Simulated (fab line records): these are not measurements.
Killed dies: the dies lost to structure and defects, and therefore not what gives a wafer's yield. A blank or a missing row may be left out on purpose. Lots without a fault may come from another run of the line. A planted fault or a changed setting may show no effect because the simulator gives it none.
A struck lot beside a sound one / flow rit_cmos / 44 out of 202 route steps
Sound: wafers L398.1, L398.3, L398.5. Struck: wafers L411.1, L411.4, L411.5. The cause is given at the end.
For every step that has rows: the tool of each side, followed by ch and its chambers, followed by its first start. Under that, the readings that differ: sound wafers / struck wafers / difference of the means / sigmas: that difference in standard deviations of wafers without a fault.
alike: readings with means less than 2 such deviations apart, plus words and numbers identical on both sides. not compared: withheld readings, readings lacking a value on some wafer, bounds such as >300 that could conceal the same value, and numbers that have no deviation in the record and whose values overlap.
The two part at a step that has a row with sigmas, a row that says differs or no value, or rows on one side only. Numbers that have no deviation but don't overlap get no sigmas and don't part them. A reading that every wafer of one side lacks parts them only if that side has two wafers or more.

first, 4 steps without rows for these wafers: RIT_PLDD_SOFTBAKE_02 (time 60 s); RIT_PLDD_EXPOSE_03 (exposes mask M8, target cd 40900 nm); RIT_PLDD_PEB_04; RIT_PLDD_DEVELOP_05 (develop time 50 s).
RIT_PLDD_OVL_MEAS_06:
  sound: overlay-02 at day 3 21:50; struck: overlay-02 at day 6 13:14
  alike: PLDD_OVL
then, 2 steps without rows for these wafers: RIT_PLDD_HARDBAKE_07 (time 60 s); RIT_PLDD_IMPLANT_08.
RIT_PLDD_STRIP_09: strips in O2, time 180 s.
  sound on plasma_asher-03 ch 0,1, day 3 22:13; struck on plasma_asher-03 ch 0,1, day 6 13:34
  alike: drypump_motor_current_A, rf_refl_power_W
  not compared: rf_hours_counter_h
RIT_PLDD_TW_MEAS_10:
  sound: film_metro-03 at day 3 22:23; struck: film_metro-02 at day 6 13:44
  alike: PLDD_TW
then, 3 steps without rows for these wafers: RIT_SPACER_CLEAN_00 (cleans in SC1, time 623.6 s); RIT_SPACER_CLEAN_01 (cleans in dHF, time 30 s); RIT_SPACER_CLEAN_02 (cleans in SC2, time 600 s).
RIT_SPACER_CVD_03: deposits Si3N4 from SiH2Cl2/NH3, target thk 250 nm, time 3300 s.
  sound on lpcvd-01 ch 0, day 3 22:49; struck on lpcvd-01 ch 0, day 6 14:11
reading=spike_tc_centre_C (C); sound=811.3 812.0 813.9; struck=824.6 822.2 826.2; difference=+11.9; sigmas=+9
reading=model.Si3N4_of_SPACER_CVD_03.thk_nm (nm); sound=251 252.6 252.3; struck=261.5 268.7 277.3; difference=+17.2; sigmas=
RIT_SPACER_THK_MEAS_04:
  sound: film_metro-01 at day 4 00:44; struck: film_metro-01 at day 6 16:06
reading=SPACER_NITRIDE_THK (nm); sound=251.0 252.5 252.4; struck=261.3 268.8 277.4; difference=+17.2; sigmas=+8
RIT_SPACER_ETCHBACK_05: etches Si3N4 in SF6/CHF3, stops on SiO2, target depth 250 nm, time 240 s.
  sound on rie_diel-02 ch 0,2,3, day 4 00:47; struck on rie_diel-02 ch 1,2, day 6 16:10
reading=oes_product_au (a.u.); sound=0.825 0.862 0.859; struck=0.860 0.907 0.910; difference=+0.044; sigmas=+3
reading=model.etch.depth_nm (nm); sound=251 252.6 252.3; struck=261.5 268.7 277.3; difference=+17.2; sigmas=
  alike: drypump_motor_current_A, throttle_valve_pct
  not compared: rf_hours_counter_h
then, 6 steps without rows for these wafers: RIT_NSD_HMDS_00 (prime time 60 s); RIT_NSD_COAT_01 (resist thk 1000 nm); RIT_NSD_SOFTBAKE_02 (time 60 s); RIT_NSD_EXPOSE_03 (exposes mask M9, target cd 40700 nm); RIT_NSD_PEB_04; RIT_NSD_DEVELOP_05 (develop time 50 s).
RIT_NSD_OVL_MEAS_06:
  sound: overlay-01 at day 4 01:59; struck: overlay-01 at day 6 17:10
  alike: NSD_OVL
then, 2 steps without rows for these wafers: RIT_NSD_HARDBAKE_07 (time 60 s); RIT_NSD_IMPLANT_08.
RIT_NSD_STRIP_09: strips in O2, time 180 s.
  sound on plasma_asher-03 ch 1, day 4 02:30; struck on plasma_asher-02 ch 0, day 6 17:29
  alike: drypump_motor_current_A, rf_refl_power_W
  not compared: rf_hours_counter_h
RIT_NSD_TW_MEAS_10:
  sound: film_metro-02 at day 4 02:41; struck: film_metro-04 at day 6 17:40
  alike: NSD_TW
then, 6 steps without rows for these wafers: RIT_PSD_HMDS_00 (prime time 60 s); RIT_PSD_COAT_01 (resist thk 1000 nm); RIT_PSD_SOFTBAKE_02 (time 60 s); RIT_PSD_EXPOSE_03 (exposes mask M10, target cd 40900 nm); RIT_PSD_PEB_04; RIT_PSD_DEVELOP_05 (develop time 50 s).
RIT_PSD_OVL_MEAS_06:
  sound: overlay-01 at day 4 03:43; struck: overlay-01 at day 6 18:35
  alike: PSD_OVL
then, 2 steps without rows for these wafers: RIT_PSD_HARDBAKE_07 (time 60 s); RIT_PSD_IMPLANT_08.
RIT_PSD_STRIP_09: strips in O2, time 180 s.
  sound on plasma_asher-02 ch 0,1, day 4 04:03; struck on plasma_asher-01 ch 1, day 6 18:55
  alike: drypump_motor_current_A, rf_refl_power_W
  not compared: rf_hours_counter_h
RIT_PSD_TW_MEAS_10:
  sound: film_metro-02 at day 4 04:14; struck: film_metro-03 at day 6 19:05
  alike: PSD_TW
then, 3 steps without rows for these wafers: RIT_SDANNEAL_CLEAN_00 (cleans in SC1, time 600 s); RIT_SDANNEAL_CLEAN_01 (cleans in dHF, time 30 s); RIT_SDANNEAL_CLEAN_02 (cleans in SC2, time 600 s).
RIT_SDANNEAL_RTA_03: time 5 s.
  sound on rtp_anneal-02 ch 0, day 4 04:39; struck on rtp_anneal-01 ch 0, day 6 19:32
  alike: wafer_temp_C_max
RIT_SDANNEAL_RS_MEAS_04: a four-point-probe measurement.
  sound: film_metro-03 at day 4 04:43; struck: film_metro-03 at day 6 19:35
  alike: PSD_RS
RIT_SILICIDE_WET_ETCH_00: etches SiO2 in BOE, target depth 14 nm, time 15 s.
  sound on wet_bench-04 ch 1, day 4 05:11; struck on wet_bench-02 ch 2, day 6 20:04
reading=model.Si3N4_of_SPACER_CVD_03.thk_nm (nm); sound=193.9 197 195.8; struck=202.8 209.6 215.5; difference=+13.7; sigmas=
RIT_M1_PROBE_99:
  sound: prober-01 at day 4 11:56; struck: prober-02 at day 7 03:05
reading=model.etest.pplus_sal.width_nm (nm); sound=3474 3445 3458; struck=3438 3430 3415; difference=-31; sigmas=
reading=model.etest.contact_nplus.end_ohm_um; sound=40.92 40.74 41.37; struck=40.32 38.23 38.78; difference=-1.90; sigmas=
reading=model.etest.field_p_metal.vt_v (V); sound=-29.26 -29.28 -29.11; struck=-29.43 -30.42 -30.51; difference=-0.90; sigmas=
  alike: killed_at_front_end, killed_dies, killed_open, killed_short
  not compared: model.etest.nmos_0p15.r_on_ohm_um, model.etest.nplus_sal.width_nm, model.etest.nwell_pinched.rs_ohm_sq, model.etest.pwell_pinched.rs_ohm_sq, model.etest.diode_nplus_comb.leak_log10_a_cm2

## WHERE THEY PART
Earliest at RIT_SPACER_CVD_03; latest, in this record, at RIT_SPACER_ETCHBACK_05. Later steps at which nothing parts them and some readings are alike: RIT_NSD_OVL_MEAS_06, RIT_NSD_STRIP_09, RIT_NSD_TW_MEAS_10, RIT_PSD_OVL_MEAS_06, RIT_PSD_STRIP_09, RIT_PSD_TW_MEAS_10, RIT_SDANNEAL_RTA_03, RIT_SDANNEAL_RS_MEAS_04, RIT_M1_PROBE_99.

WHY: what the simulator had put in
lpcvd-01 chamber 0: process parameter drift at RIT_SPACER_CVD_03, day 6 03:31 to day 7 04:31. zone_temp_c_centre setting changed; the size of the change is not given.
